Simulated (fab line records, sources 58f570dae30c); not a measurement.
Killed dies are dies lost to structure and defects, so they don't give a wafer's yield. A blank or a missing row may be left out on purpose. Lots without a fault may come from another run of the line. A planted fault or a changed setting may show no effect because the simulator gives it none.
Which tool did it? | flow berkeley_cmos170 | 15 lots, 45 wafers sampled, at 2 steps of a route of 331

WHAT THE GAUGES READ, wafer by wafer
UCB170_NWELL_THK_MEAS_05. Usual: NWELL_NITRIDE_THK 224.0 nm, standard deviation 2.6.
lot  | measured    | on            | NWELL_NITRIDE_THK (nm) | flag
L278 | day 2 05:25 | film_metro-01 | 226.3 226.7 225.8      |
L279 | day 2 12:51 | film_metro-04 | 226.6 229.3 228.8      |
L280 | day 3 00:21 | film_metro-03 | 226.2 224.8 227.4      |
L281 | day 3 00:22 | film_metro-04 | 227.8 228.4 226.3      |
L282 | day 3 07:34 | film_metro-04 | 225.2 223.9 225.0      |
L283 | day 3 13:11 | film_metro-04 | 224.5 226.8 224.7      |
L287 | day 4 07:04 | film_metro-01 | 219.8 220.1 218.5      |
L288 | day 4 14:49 | film_metro-03 | 225.5 224.3 224.1      |
L289 | day 4 14:53 | film_metro-03 | 223.0 222.6 220.3      |
L290 | day 4 22:43 | film_metro-03 | 218.3 220.6 218.4      |
L291 | day 5 06:23 | film_metro-04 | 296.6 295.1 296.7      | OFF
L292 | day 5 06:22 | film_metro-01 | 294.5 295.0 296.8      | OFF
L293 | day 5 13:23 | film_metro-03 | 225.0 223.3 223.3      |
L294 | day 5 17:52 | film_metro-03 | 299.3 296.9 297.1      | OFF
L298 | day 6 17:20 | film_metro-01 | 223.8 222.7 223.6      |

WHICH TOOL RAN EACH LOT (tool, then ch and the chambers of the sampled wafers, then the start)
lot  | UCB170_NWELL_CVD_04
L278 | lpcvd-01 ch 0, day 2 03:28
L279 | lpcvd-01 ch 1, day 2 10:54
L280 | lpcvd-01 ch 1, day 2 22:25
L281 | lpcvd-01 ch 0, day 2 22:25
L282 | lpcvd-01 ch 1, day 3 05:38
L283 | lpcvd-01 ch 0, day 3 11:15
L287 | lpcvd-01 ch 0, day 4 05:08
L288 | lpcvd-01 ch 1, day 4 12:52
L289 | lpcvd-01 ch 0, day 4 12:52
L290 | lpcvd-01 ch 0, day 4 20:46
L291 | lpcvd-01 ch 0, day 5 03:28
L292 | lpcvd-01 ch 0, day 5 03:28
L293 | lpcvd-02 ch 0, day 5 10:29
L294 | lpcvd-01 ch 0, day 5 15:55
L298 | lpcvd-02 ch 0, day 6 14:26
- UCB170_NWELL_CVD_04: deposits Si3N4 from SiH2Cl2/NH3, target thk 224 nm, time 3360 s.

WHAT THE TOOLS THEMSELVES READ (means of the sampled wafers that have a number; where no wafer has one, the mark that the record gives instead)
The record holds no such reading with a usual standard deviation.

THE ANSWER, worked out from the rows above alone
Rule: a lot is off if the mean of its wafers that have a number lies more than 3 standard deviations from the usual mean. A lot without any number at a reading at which 4 lots or more have one is off too. The other lots that the step has rows for count as sound. The gauges are gone through in route order, then the tools' own readings, and for those a lot's mean is taken as printed above. The first step at which some lot is off is used, and at that step the reading that is off furthest; a lot without a number counts as furthest.
Off: L291, L292, L294, at UCB170_NWELL_THK_MEAS_05 (NWELL_NITRIDE_THK).
A tool fits if, at a process step before that reading, it ran every lot that is off, and no sound lot after the first of them. The gauges at UCB170_NWELL_THK_MEAS_05 are tried like those tools. One fits: lpcvd-01 at UCB170_NWELL_CVD_04. Its last sound lot is L290 (day 4 20:46), its first lot that is off L291 (day 5 03:28): a fault that began between those two fits.

WHAT THE SIMULATOR HAD PUT IN
Process parameter drift: lpcvd-01, from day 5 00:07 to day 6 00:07, at UCB170_NWELL_CVD_04. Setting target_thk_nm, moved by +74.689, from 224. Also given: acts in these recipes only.
Lots struck among those shown: L292, L291, L294. The rule above found the same.
